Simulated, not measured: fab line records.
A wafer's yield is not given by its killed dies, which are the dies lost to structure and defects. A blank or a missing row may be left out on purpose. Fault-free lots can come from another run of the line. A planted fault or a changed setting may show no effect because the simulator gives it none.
Problem report, 8D (eight disciplines) form, completed by code | flow ritCmos | the parts of the form that need people (team, actions taken, sign-off) are left out

1. THE PROBLEM
NRETRO_TW at RIT_NRETRO_TW_MEAS_10 reads a mean of 858 on 6 wafers of 2 lots; wafers without a fault read 1046 with a standard deviation of 7. Relative to the usual mean, that is a shift of -27 standard deviations.
The first sign was on wafer L958.2 at day 6 05:50, on filmMetro-04. The record has a number at this step for 42 wafers belonging to 14 lots. The rule behind "out" and "out of limits": a value lying over 4 standard deviations away from the usual mean. The rest of the wafers with a number are treated as sound.

2. WHAT IT IS, AND WHAT IT ISN'T
question                    | is                         | is not
which readings at this step | NRETRO_TW                  | -
which lots                  | L958, L959                 | L940, L943, L945, L947, L948, L949, L950, L951, L955, L960, L961, L962
which wafers of those lots  | all that have a number     | -
read on which gauges        | filmMetro-03, filmMetro-04 | filmMetro-01
when                        | from day 6 05:50           | up to then (27 sound wafers); but 9 sound wafers of L960, L961, L962 came after

3. WHAT RULES OUT EACH SUSPECT
Counting: a tool at a process step up to the reading stays a suspect if it ran every lot that is out and no sound lot after the first of them.
- the gauge at RIT_NRETRO_TW_MEAS_10 is ruled out. The wafers that are out were read on 2 gauges (filmMetro-03, filmMetro-04).
- implanter-04 at RIT_NRETRO_IMPLANT_08: ruled out as a lasting fault. Sound lots L962 ran on it after its first lot that is out, L958 (day 6 05:31).
Left after counting: nothing in the record.

4. THE CAUSE (what the simulator had put in)
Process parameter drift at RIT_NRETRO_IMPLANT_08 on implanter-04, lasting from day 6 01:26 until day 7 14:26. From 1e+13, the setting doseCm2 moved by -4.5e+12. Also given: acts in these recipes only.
It was ruled out by counting, in error; the rule expects a fault to strike all lots run on its tool from its start on, and this fault did not.

5. THE EFFECT CHAIN, in route order
Each row: a reading where the mean over the struck wafers with a number is more than 3 standard deviations away from the usual. Readings are gone through only where the record gives a usual standard deviation; hours: the median, over the lots, of the time from a lot's start at the first step in this table giving one to that lot's start at this step; sigmas: the change measured in usual standard deviations.
hours | step                  | reading          | usual      | on struck wafers | change      | sigmas
0     | RIT_NRETRO_IMPLANT_08 | doseIonsCm2      | 1.0001e+13 | 5.5022e+12       | -4.4988e+12 | -99 or more
0     | RIT_NRETRO_IMPLANT_08 | faradayCurrentUA | 31.6       | 17.5             | -14.1       | -23
0     | RIT_NRETRO_TW_MEAS_10 | NRETRO_TW        | 1046       | 858              | -188        | -27
Here are the process steps it includes:
- RIT_NRETRO_IMPLANT_08
Later measuring or inspecting steps at which every struck wafer that the step has a row for has a number for every such reading, and none has moved that far: RIT_REOX_THK_MEAS_04.

6. WHAT WOULD HAVE CAUGHT IT SOONER
The first out-of-limits reading at a measuring or inspecting step in this record came at day 6 05:50, 4 hours after the fault's start at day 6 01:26.
The tool's own readings at RIT_NRETRO_IMPLANT_08 were out on every struck wafer that the step has a row for (doseIonsCm2, faradayCurrentUA): an alarm limit on them would have fired on the first of those.
